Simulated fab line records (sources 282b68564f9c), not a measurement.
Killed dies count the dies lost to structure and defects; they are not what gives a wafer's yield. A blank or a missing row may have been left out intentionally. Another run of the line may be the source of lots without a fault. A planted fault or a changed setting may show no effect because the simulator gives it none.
The same fault as seen by 2 desks    flow rit cmos    each desk has only its own numbers; what lay behind them comes last

== THE METROLOGY DESK ==
Lot by lot, what the gauges showed, no matter which tool ran the lot: averages of those sampled wafers that carry a number. If a lot's mean is further than 4 standard deviations from the usual mean, the lot is out of limits and carries the mark OUT (the distance appears in the brackets).
Columns: A = cd nm at RIT_ACTIVE_CD_MEAS_90, usual 1400.7 nm
lot   first seen here  A
L134  day 1 15:12      1399.5
L135  day 1 20:01      1400.7
L137  day 2 06:10      1400.2
L138  day 2 11:05      1398.3
L140  day 2 22:19      1399.2
L141  day 3 03:13      1396.7
L143  day 3 12:01      1402.9
L145  day 3 23:19      1400.6
L146  day 4 04:33      1401.3
L148  day 4 13:53      1398.1
L149  day 4 18:40      1384.2 (-8.7) OUT
L150  day 4 23:02      1384.7 (-8.4) OUT
L155  day 6 00:05      1399.5
L157  day 6 10:08      1400.7
This desk finds L149, L150 out of limits, L149 being first, at day 4 18:40 (cd nm at RIT_ACTIVE_CD_MEAS_90). Within limits: L134, L135, L137, L138, L140, L141, L143, L145, L146, L148, L155, L157.

== FOR THE TOOL OWNER'S DESK: litho track-02 ==
At RIT_ACTIVE_HARDBAKE_12 (time 60 s), the tool's own readings, given per lot that ran on this tool as the mean of the sampled wafers with a number. If a lot's mean is further than 4 standard deviations from the usual mean, the lot is out of limits and carries the mark OUT (the distance appears in the brackets).
Columns: A = heater power total W at RIT_ACTIVE_HARDBAKE_12, usual 62.54 W; B = plate temp C at RIT_ACTIVE_HARDBAKE_12, usual 140.00 C
lot   first seen here  A                B
L134  day 1 14:44      62.51            139.98
L138  day 2 10:34      62.53            140.07
L140  day 2 21:52      62.50            139.95
L145  day 3 22:52      62.57            140.16
L146  day 4 04:05      62.51            140.07
L149  day 4 18:12      61.46 (-22) OUT  138.00 (-13) OUT
L150  day 4 22:35      61.41 (-23) OUT  137.98 (-13) OUT
This desk finds L149, L150 out of limits, L149 being first, at day 4 18:12 (heater power total W at RIT_ACTIVE_HARDBAKE_12). Within limits: L134, L138, L140, L145, L146.

== BROUGHT TOGETHER ==
At day 4 18:12, on L149, L150, the tool owner's desk was in a position to raise an alarm.
Metrology desk: alarm possible at day 4 18:40 on L149, L150.
On litho track-02, each named lot ran RIT_ACTIVE_HARDBAKE_12.

== WHAT THE SIMULATOR PUT IN ==
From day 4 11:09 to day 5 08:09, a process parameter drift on litho track-02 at RIT_ACTIVE_HARDBAKE_12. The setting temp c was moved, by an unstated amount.
Lots struck among those shown: L149, L150.
Time in hours from fault onset to the first out-of-limits reading at each desk: tool owner's desk 7, metrology desk 8.
